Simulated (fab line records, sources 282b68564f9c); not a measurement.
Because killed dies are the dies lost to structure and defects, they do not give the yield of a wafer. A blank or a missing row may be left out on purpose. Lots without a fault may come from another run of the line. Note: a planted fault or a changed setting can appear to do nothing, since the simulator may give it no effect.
Matching of chambers | flow rit_cmos | RIT_CONTACT_CVD_00 on pecvd-02: 3 sister chambers
The step deposits SiO2 from TEOS, target thk 400 nm, time 61 s. 6 wafers are shown with their chamber, then 7 later ones without.

## WAFERS WITH THEIR CHAMBER
wafer  | chamber | susceptor_temp_C (C) | heater_power_w (W)
L488.1 | 0       | 389.46               | 314
L495.2 | 2       | 390.05               | 313
L495.4 | 1       | 390.18               | 261
L495.5 | 0       | 389.66               | 332
L498.2 | 2       | 389.88               | 310
L498.4 | 1       | 390.04               | 311

## WAFERS WITHOUT THEIR CHAMBER
wafer  | susceptor_temp_C (C) | heater_power_w (W)
L498.6 | 389.99               | 339
L500.1 | 389.77               | 331
L500.3 | 389.99               | 300
L500.5 | 389.91               | 346
L502.1 | 389.87               | 297
L502.3 | 389.98               | 303
L502.4 | 390.11               | 259

## EACH ONE'S CHAMBER
wafer  | from the rows above          | in truth
L498.6 | can't be placed: 2 or 1      | 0
L500.1 | can't be placed: 0 or 2 or 1 | 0
L500.3 | can't be placed: 2 or 1      | 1
L500.5 | can't be placed: 2 or 0 or 1 | 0
L502.1 | can't be placed: 2 or 1 or 0 | 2
L502.3 | can't be placed: 2 or 1      | 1
L502.4 | can't be placed: 1 or 2      | 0
Correct placement for 0 of the 7. Can't be placed from these rows: 7 (the true chamber is among the candidates in 5). 0 placed wrongly.
How it was worked out, from the rows above alone: a wafer's distance from a chamber is the root of the sum, over the readings, of the square of ((its reading less the chamber's mean) divided by the reading's scatter). If the next closest chamber is less than 2 further off than the closest, the wafer can't be placed; otherwise it belongs to the closest. A chamber's mean is the mean of its shown wafers. The scatter: take each reading less its chamber's mean, square it, sum over the shown wafers, divide by the number of wafers less the number of chambers, and take the root.
